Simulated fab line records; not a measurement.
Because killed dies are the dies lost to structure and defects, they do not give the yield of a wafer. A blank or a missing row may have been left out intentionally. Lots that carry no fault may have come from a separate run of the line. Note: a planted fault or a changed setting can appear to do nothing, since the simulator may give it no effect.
Chamber matching    flow berkeleyCmos170    UCB170_V1_CMP_02 on cmp-02: 4 sister chambers
The step polishes SiO2. 16 wafers are shown with their chamber, then 8 later ones without.

## WAFERS, EACH WITH ITS CHAMBER
wafer   chamber  motorCurrentA (A)  headPressurePsi (psi)
L266.1  3        18.1               6.015
L266.2  0        13.7               5.995
L266.6  3        18.5               6.007
L267.2  3        18.8               5.999
L267.5  2        17.2               5.994
L267.6  3        18.5               6.011
L273.3  3        18.7               5.985
L273.4  1        17.2               6.015
L273.5  2        16.9               6.025
L281.2  0        14.0               6.001
L281.4  2        17.2               5.996
L281.6  3        18.1               6.010
L282.2  2        17.4               5.976
L282.3  0        13.9               6.019
L282.4  3        18.5               6.001
L284.1  1        15.3               5.991

SIGNATURES (averages over the wafers above)
reading          chamber 0  chamber 1  chamber 2  chamber 3  scatter within a chamber
motorCurrentA    13.867     16.250     17.175     18.457     0.449
headPressurePsi  6.00500    6.00300    5.99775    6.00400    0.0143
Rule: a wafer lies at a distance from a chamber equal to the root of the sum of squares, over the readings, of (its reading less the chamber's mean, divided by the reading's scatter). The wafer belongs to the nearest chamber; if the next one is less than 2 further off, it can't be placed. How the scatter is found: for the shown wafers, subtract from each reading the mean of its chamber, square and add these, divide the total by (wafers less chambers), then take the root.

## WAFERS WHOSE CHAMBER IS MISSING
wafer   motorCurrentA (A)  headPressurePsi (psi)
L284.3  18.4               6.020
L284.4  14.4               5.992
L286.1  18.7               6.018
L286.2  13.5               5.996
L286.4  17.2               6.000
L288.2  19.0               5.983
L288.5  13.7               5.982
L288.6  17.9               5.993

## WHICH CHAMBER EACH WENT THROUGH
wafer   from the rows above      in truth
L284.3  3                        3
L284.4  0                        0
L286.1  3                        3
L286.2  0                        0
L286.4  can't be placed: 2 or 1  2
L288.2  3                        3
L288.5  0                        0
L288.6  can't be placed: 3 or 2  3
Correctly placed: 6 of 8. Unplaceable from these rows: 2, with the true chamber sitting among the candidates in 2. Wrongly placed: 0.
